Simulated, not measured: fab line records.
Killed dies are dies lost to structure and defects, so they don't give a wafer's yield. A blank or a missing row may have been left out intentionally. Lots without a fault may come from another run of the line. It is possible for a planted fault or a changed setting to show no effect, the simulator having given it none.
fab line records | flow ritCmos
record: lots: 7 wafers: 21 lastDay: 8
route steps=202 shown PRETRO@69 GATE@75 FOX2@80 M1@202
lots that met no fault: from a run of the same line without faults
startH: start of the lot's first displayed wafer, in hours after the record's first day | waitH: how many hours have passed since the lot's step before this one | " repeats the value in the row above | L1.1+2: several wafers, shown together as one row | - no value, or no start was given | * or withheld: withheld | < > ~ a bound
route shown NAME@n: NAME is a module with steps in the file, n the number in the route of the first one | usual: mean/standard deviation taken from wafers without a fault | same: alike in all rows | chamber/n: place in a boat | sites: readings site by site | _std_site: standard deviation of those values | _edge_site: outer sites' mean less inner sites' | radiusMm: how far each site lies from the wafer's centre | mask NAME#n: copy n | behind: the tool/chamber that last shaped the wafer | hold: what put the lot on hold/how long, in hours/how the hold closed | device: which transistor (n, p or np) failed to switch | end of line: the tests these same wafers got at the end of their route | a step without rows: its recipe alone | killed: dies that structure and defects cost at the first sort, which is not the same as the wafer's yield | map: a wafer's dies, x killed, . not, _ none there
set.NAME: the run value of the setting; set.NAME@STEP: its run value at that earlier step | model.NAME: the simulator's own value behind a step, which no gauge read
lots at some steps of the route; a table a step, a row a wafer
services: the hour from which a tool's chamber was out of use, counted from the record's first day as startH (under 0 if before that day), plus the number of hours and why
== steps ==
step: RIT_PRETRO_DEVELOP_05
recipe: resist: NOVOLAK developTimeS: 68 devTempC: 21.9
step: RIT_PRETRO_OVL_MEAS_06
usual: PRETRO_OVL: -0.3/1.4
columns lot.wafer tool chamber startH waitH PRETRO_OVL[nm]
L912.1 overlay-02 - 47.56 - 0.7
L912.2 " - " " 3.4
L912.5 " - " " 0.9
L914.1 overlay-02 - 62.00 - -0.6
L914.4 " - " " -0.9
L914.5 " - " " -1.3
L915.1 overlay-01 - 65.22 - -0.3
L915.5 " - " " -1.0
L915.6 " - " " -1.5
L920.1 overlay-02 - 92.52 - 1.6
L920.2 " - " " 0.4
L920.4 " - " " 0.6
L927.1 overlay-02 - 125.17 - 1.9
L927.2 " - " " 0.3
L927.3 " - " " 0.8
L930.4 overlay-02 - 138.59 - -0.9
L930.5 " - " " -3.6
L930.6 " - " " -0.7
L932.3 overlay-01 - 149.62 - -2.1
L932.4 " - " " -0.6
L932.5 " - " " 1.0
step: RIT_PRETRO_HARDBAKE_07
recipe: resist: NOVOLAK tempC: 140 timeS: 120
step: RIT_PRETRO_IMPLANT_08
recipe: species: B energyKev: 45 doseCm2: 1.2e+13 tiltDeg: 7
step: RIT_PRETRO_STRIP_09
recipe: chemistry: O2 timeS: 180 resist: NOVOLAK platenTempC: withheld powerW: 500 pressureMtorr: 4000 o2FlowSccm: 4000
usual: drypumpMotorCurrentA: 5.56/0.28
columns lot.wafer tool chamber startH waitH drypumpMotorCurrentA rfHoursCounterH
L912.1 plasmaAsher-01 0 48.00 0.1 5.57 40
L912.2 " 1 " " 6.03 40
L912.5 " 0 " " 5.57 -
L914.1 plasmaAsher-02 0 62.44 0.1 5.14 26
L914.4 " 1 " " 5.68 -
L914.5 " 1 " " 5.67 -
L915.1 plasmaAsher-01 1 65.65 0.1 6.03 42
L915.5 " 0 " " 5.55 -
L915.6 " 1 " " 6.03 -
L920.1 plasmaAsher-02 1 93.01 0.1 5.67 29
L920.2 " 0 " " 5.13 29
L920.4 " 1 " " 5.67 -
L927.1 plasmaAsher-02 1 125.61 0.1 5.70 33
L927.2 " 0 " " 5.12 33
L927.3 " 0 " " 5.13 -
L930.4 plasmaAsher-03 1 139.07 0.1 5.64 -
L930.5 " 1 " " 5.64 -
L930.6 " 0 " " 5.55 -
L932.3 plasmaAsher-02 0 150.18 0.1 5.14 -
L932.4 " 1 " " 5.72 -
L932.5 " 1 " " 5.70 -
step: RIT_PRETRO_TW_MEAS_10
usual: PRETRO_TW: 472/4
columns lot.wafer tool chamber startH waitH PRETRO_TW
L912.1 filmMetro-03 - 48.17 0.1 476
L912.2 " - " " 473
L912.5 " - " " 475
L914.1 filmMetro-03 - 62.61 0.1 472
L914.4 " - " " 476
L914.5 " - " " 476
L915.1 filmMetro-01 - 65.83 0.1 467
L915.5 " - " " 466
L915.6 " - " " 467
L920.1 filmMetro-01 - 93.18 0.1 468
L920.2 " - " " 466
L920.4 " - " " 469
L927.1 filmMetro-01 - 125.78 0.1 469
L927.2 " - " " 464
L927.3 " - " " 469
L930.4 filmMetro-01 - 139.21 0.1 466
L930.5 " - " " 466
L930.6 " - " " 469
L932.3 filmMetro-03 - 150.32 0.1 474
L932.4 " - " " 473
L932.5 " - " " 475
step: RIT_GATE_WET_ETCH_00
recipe: chemistry: BOE target: SiO2 targetDepthNm: 56 timeS: 60 dry: n2Spin dilution: 10:1 tempC: 21.5
step: RIT_GATE_CLEAN_01
recipe: chemistry: SC1 mix: 3:3:50 timeS: 600 tempC: 75
step: RIT_GATE_CLEAN_02
recipe: chemistry: dHF dilution: 50:1 timeS: 30
step: RIT_GATE_CLEAN_03
recipe: chemistry: SC2 mix: 3:3:50 timeS: 600 tempC: 75 dry: n2Spin
step: RIT_GATE_CLEAN_04
recipe: chemistry: dHF dilution: 50:1 timeS: 60 dry: n2Spin
step: RIT_FOX2_THK_MEAS_91
recipe: reads: SiO2_of_FOX2_OXIDATION_00
usual: FIELD_OXIDE_LEFT_2_THK: 255/6.5
columns lot.wafer tool chamber startH waitH FIELD_OXIDE_LEFT_2_THK[nm]
L912.1 filmMetro-03 - 48.67 0.0 256
L912.2 " - " " 250
L912.5 " - " " 251
L914.1 filmMetro-03 - 63.11 0.0 259
L914.4 " - " " 251
L914.5 " - " " 254
L915.1 filmMetro-03 - 66.32 0.0 256
L915.5 " - " " 259
L915.6 " - " " 253
L920.1 filmMetro-01 - 93.66 0.0 259
L920.2 " - " " 260
L920.4 " - " " 264
L927.1 filmMetro-03 - 126.29 0.0 259
L927.2 " - " " 261
L927.3 " - " " 260
L930.4 filmMetro-03 - 139.73 0.0 246
L930.5 " - " " 246
L930.6 " - " " 248
L932.3 filmMetro-03 - 150.83 0.0 257
L932.4 " - " " 250
L932.5 " - " " 257
step: RIT_GATE_OXIDATION_05
recipe: tempC: 900 ambient: O2 targetThkA: 30 oxTimeS: 270
usual: spikeTcCentreC: 902.5/1.1 spikeTcLoadC: 924/3.6 spikeTcSourceC: 923.8/1.4 tubeCenterTempC: 900/0.08 tube_center_temp_C_max: 902.4/0.41
columns lot.wafer tool chamber startH waitH spikeTcCentreC spikeTcLoadC spikeTcSourceC tubeCenterTempC tube_center_temp_C_max model.SiO2_of_GATE_OXIDATION_05.thkNm
L912.1 furnace-01 0 51.06 2.4 916.5 937 937.9 915.05 917.5 3.602
L912.2 " 0 " " 915.2 938 938.3 915.15 917.7 3.622
L912.5 " 0 " " 916.1 939 937.3 915.18 917.5 3.605
L914.1 furnace-01 0 68.10 5.0 919.0 938 937.8 914.97 917.2 3.693
L914.4 " 0 " " 917.4 936 936.6 915.09 917.1 3.676
L914.5 " 0 " " 918.2 937 939.2 915.07 917.1 3.663
L915.1 furnace-01 0 68.10 1.8 916.6 936 937.4 914.98 917.0 3.697
L915.5 " 0 " " 916.6 938 939.0 915.13 917.3 3.658
L915.6 " 0 " " 917.4 937 937.8 914.89 917.5 3.625
L920.1 furnace-04 0 94.99 1.3 902.6 920 923.4 899.92 902.5 3.042
L920.2 " 0 " " 903.3 920 923.7 899.91 902.0 3.079
L920.4 " 0 " " 903.7 919 926.2 899.99 901.9 3.059
L927.1 furnace-04 0 126.35 0.1 902.8 921 925.0 899.93 902.3 2.956
L927.2 " 0 " " 902.6 921 922.8 900.01 902.8 3.037
L927.3 " 0 " " 902.7 921 922.9 900.08 901.9 3.05
L930.4 furnace-01 0 141.97 2.2 901.7 922 922.8 900.2 903.7 3.095
L930.5 " 0 " " 902.6 922 922.1 899.99 902.6 3.111
L930.6 " 0 " " 902.5 922 922.3 900.04 902.2 3.161
L932.3 furnace-04 0 153.20 2.4 903.1 921 924.0 899.96 901.8 3.048
L932.4 " 0 " " 901.8 920 925.5 899.99 901.7 3.062
L932.5 " 0 " " 903.9 921 924.2 900 903.3 3.037
step: RIT_GATE_ANNEAL_06
recipe: tempC: 900 timeS: 600 ambient: N2O
step: RIT_GATE_THK_MEAS_07
recipe: reads: SiO2_of_GATE_OXIDATION_05
usual: GATE_OXIDE_THK: 3.02/0.062
columns lot.wafer tool chamber startH waitH GATE_OXIDE_THK[nm]
L912.1 filmMetro-03 - 54.34 0.0 3.55
L912.2 " - " " 3.61
L912.5 " - " " 3.60
L915.1 filmMetro-01 - 69.43 0.0 3.70
L915.5 " - " " 3.67
L915.6 " - " " 3.63
L914.1 filmMetro-04 - 69.46 0.0 3.75
L914.4 " - " " 3.62
L914.5 " - " " 3.62
L920.1 filmMetro-03 - 99.96 0.0 3.00
L920.2 " - " " 3.09
L920.4 " - " " 3.06
L927.1 filmMetro-01 - 127.68 0.0 2.94
L927.2 " - " " 3.07
L927.3 " - " " 3.08
L930.4 filmMetro-03 - 146.97 0.0 3.03
L930.5 " - " " 3.11
L930.6 " - " " 3.14
L932.3 filmMetro-03 - 159.62 0.0 3.07
L932.4 " - " " 3.09
L932.5 " - " " 3.03
step: RIT_GATE_CVD_08
recipe: material: poly-Si targetThkNm: 250 tempC: 610 precursor: SiH4 timeS: 2220 pressureMtorr: 300 sih4FlowSccm: 100
step: RIT_M1_PROBE_99
usual: killedAtFrontEnd: 6/3.1 killedDies: 6/3.1 killedOpen: 3.2/1.9 killedShort: 3.2/2.1
same: grossDies: 264 killed_at_M0_to_M3: 0 killed_at_M4_up: 0 killedAtBackSide: 0 killedAtContacts: 0 killedAtOther: 0
columns lot.wafer tool chamber startH waitH killedAtFrontEnd killedDies killedOpen killedShort model.etest.pmos_0p3.rOnOhmUm model.etest.pmosTurned.rOnOhmUm model.etest.pmos_0p15.rOnOhmUm model.etest.nmos_0p3.rOnOhmUm model.etest.nmos_0p15.rOnOhmUm model.etest.nmos_0p15.driveUaUm model.etest.nmosNarrow.driveUaUm model.etest.nmos_0p3.driveUaUm
L912.1 prober-01 - 80.20 0.1 7 7 2 5 7571 3965 3160 2466 1246 403.9 180.4 178.7
L912.2 prober-01 - 80.25 0.1 5 5 1 4 7430 3956 3142 2495 1244 393.8 176.9 176.9
L912.5 prober-01 - 80.40 0.2 1 1 0 1 7430 3861 3105 2466 1236 396.9 179.3 179.8
L915.1 prober-01 - 93.81 0.1 4 4 0 4 7353 3690 2969 2444 1172 404.9 171.4 173
L915.5 prober-01 - 94.01 0.2 6 6 3 3 7181 3604 2916 2422 1165 420.6 176.6 179.8
L915.6 prober-01 - 94.06 0.2 3 3 0 3 7198 3634 2925 2383 1170 415.8 177.2 179.1
L914.1 prober-02 - 95.31 0.1 6 6 3 3 7551 3928 3203 2473 1265 400 177.6 177.8
L914.4 prober-02 - 95.46 0.2 5 5 3 2 7380 3748 3076 2417 1207 408.4 179.5 182
L914.5 prober-02 - 95.51 0.2 4 4 1 3 7475 3872 3155 2466 1237 403.5 176 179.4
L920.1 prober-01 - 122.93 0.1 7 7 2 5 6419 3641 2907 2119 1124 462.5 231.6 226.7
L920.2 prober-01 - 122.98 0.1 11 11 4 7 6424 3577 2894 2135 1109 458.1 221.5 224.1
L920.4 prober-01 - 123.08 0.2 9 9 1 7 6506 3740 3018 2166 1176 457.7 225.8 226.8
L927.1 prober-01 - 159.64 0.8 3 3 1 2 6317 3580 2881 2160 1152 475.9 233.6 230
L927.2 prober-01 - 159.69 0.8 3 3 3 0 6383 3551 2838 2154 1118 471.1 222.9 224.6
L927.3 prober-01 - 159.74 0.8 9 9 4 5 6508 3552 2883 2178 1150 464.3 221.4 224.7
L930.4 prober-01 - 171.28 0.2 12 12 2 7 6378 3413 2796 2171 1134 461.4 226.7 221.7
L930.5 prober-01 - 171.33 0.2 4 4 3 1 6443 3483 2824 2202 1160 466.7 222.9 219.3
L930.6 prober-01 - 171.38 0.2 1 1 1 0 6517 3472 2811 2211 1131 459.8 217 213.4
L932.3 prober-02 - 188.89 0.2 2 2 0 2 6294 3391 2756 2156 1154 462.3 232.4 225
L932.4 prober-02 - 188.94 0.2 13 13 7 5 6311 3442 2760 2156 1150 466.4 229.6 224.9
L932.5 prober-02 - 188.99 0.2 8 8 5 2 6401 3484 2836 2175 1166 449.8 226.7 223.2
killed by level:class
L912.1 REOX:geometricParticle:short=2 SPACER:geometricParticle:short=2 FOX1:geometricParticle:short=1 GATE:geometricParticle:open=1 REOX:geometricParticle:open=1
L912.2 SILICIDE:geometricParticle:short=2 FOX2:geometricParticle:short=1 FOX2:geometricParticle:open=1 GATE:geometricParticle:short=1
L912.5 FOX1:geometricParticle:short=1
L915.1 GATE:geometricParticle:short=2 FOX2:geometricParticle:short=1 REOX:geometricParticle:short=1
L915.5 GATE:geometricParticle:short=2 REOX:geometricParticle:open=2 FOX1:geometricParticle:short=1 SILICIDE:geometricParticle:open=1
L915.6 ACTIVE:geometricParticle:short=1 GATE:geometricParticle:short=1 SILICIDE:geometricParticle:short=1
L914.1 GATE:geometricParticle:short=2 FOX2:geometricParticle:short=1 GATE:geometricParticle:open=1 REOX:geometricParticle:open=1 SILICIDE:geometricParticle:open=1
L914.4 GATE:geometricParticle:short=2 GATE:geometricParticle:open=1 SPACER:geometricParticle:open=1 SILICIDE:geometricParticle:open=1
L914.5 FOX1:geometricParticle:short=1 GATE:geometricParticle:short=1 GATE:geometricParticle:open=1 REOX:geometricParticle:short=1
L920.1 SILICIDE:geometricParticle:short=3 REOX:geometricParticle:open=1 REOX:geometricParticle:short=1 SPACER:geometricParticle:short=1 SILICIDE:geometricParticle:open=1
L920.2 GATE:geometricParticle:short=4 FOX1:geometricParticle:short=2 GATE:geometricParticle:open=2 FOX1:geometricParticle:open=1 FOX2:geometricParticle:short=1 SILICIDE:geometricParticle:open=1
L920.4 REOX:geometricParticle:short=3 GATE:geometricParticle:short=2 SPACER:geometricParticle:short=2 GATE:geometricParticle:open=1 PLDD:coatMicrobubblePrinted=1
L927.1 FOX1:geometricParticle:short=1 GATE:geometricParticle:open=1 SILICIDE:geometricParticle:short=1
L927.2 GATE:geometricParticle:open=2 FOX1:geometricParticle:open=1
L927.3 GATE:geometricParticle:short=2 REOX:geometricParticle:open=2 REOX:geometricParticle:short=2 FOX1:geometricParticle:short=1 FOX2:geometricParticle:open=1 SILICIDE:geometricParticle:open=1
L930.4 GATE:geometricParticle:short=3 PRETRO:coatMicrobubblePrinted=3 SILICIDE:geometricParticle:short=2 FOX1:geometricParticle:short=1 FOX2:geometricParticle:open=1 REOX:geometricParticle:short=1 SPACER:geometricParticle:open=1
L930.5 FOX1:geometricParticle:open=2 GATE:geometricParticle:open=1 SILICIDE:geometricParticle:short=1
L930.6 FOX1:geometricParticle:open=1
L932.3 GATE:geometricParticle:short=2
L932.4 GATE:geometricParticle:open=6 GATE:geometricParticle:short=3 FOX1:geometricParticle:short=2 FOX1:geometricParticle:open=1 PLDD:coatMicrobubblePrinted=1
L932.5 GATE:geometricParticle:open=3 GATE:geometricParticle:short=2 SILICIDE:geometricParticle:open=2 PLDD:coatMicrobubblePrinted=1
== services ==
columns tool chamber startH hours kind
plasmaAsher-03 - 44.25 10.6 repair
plasmaAsher-02 - 48.76 7.4 repair
furnace-04 - 62.55 2.7 pm
furnace-01 - 81.33 1.7 pm
plasmaAsher-02 - 97.46 1.3 repair
plasmaAsher-03 - 108.75 9.0 pm
plasmaAsher-03 0 108.75 9.0 ventCycle
plasmaAsher-03 1 108.75 9.0 ventCycle
plasmaAsher-03 0 117.75 - clean
plasmaAsher-03 1 117.75 - clean
furnace-01 - 135.78 3.6 pm
== key ==
firstSign: step: RIT_GATE_OXIDATION_05 reading: tubeCenterTempC direction: up sigmas: 99+ usual: * struck: *
effect: step: RIT_GATE_OXIDATION_05 reading: tube_center_temp_C_max direction: up sigmas: 36 usual: * struck: *
effect: step: RIT_GATE_THK_MEAS_07 reading: GATE_OXIDE_THK direction: up sigmas: 9.9 usual: 3.02 struck: 3.64
modelEffect: step: RIT_GATE_OXIDATION_05 value: SiO2_of_GATE_OXIDATION_05.thkNm without: 3.056 struck: 3.649
modelEffect: step: RIT_M1_PROBE_99 value: etest.pmos_0p3.rOnOhmUm without: 6338 struck: 7397
metAt RIT_GATE_OXIDATION_05
struckWafers L912.1,L912.2,L912.5,L914.1,L914.4,L914.5,L915.1,L915.5,L915.6
testerLeftOut L912,L914,L915
fault: kind: processParameterDrift tool: furnace-01 chamber: - onsetH: 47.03 steps: RIT_GATE_OXIDATION_05 channel: tempC offset: * shape: step endH: 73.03 actsIn: * stated: *
testerLeftOut: of these lots the tester's yield and bins aren't shown, on N5 and GAA mostly nor the transistor test; their killed dies are dies lost to structure and defects alone, not to doping, threshold or leakage, so they don't give the yield
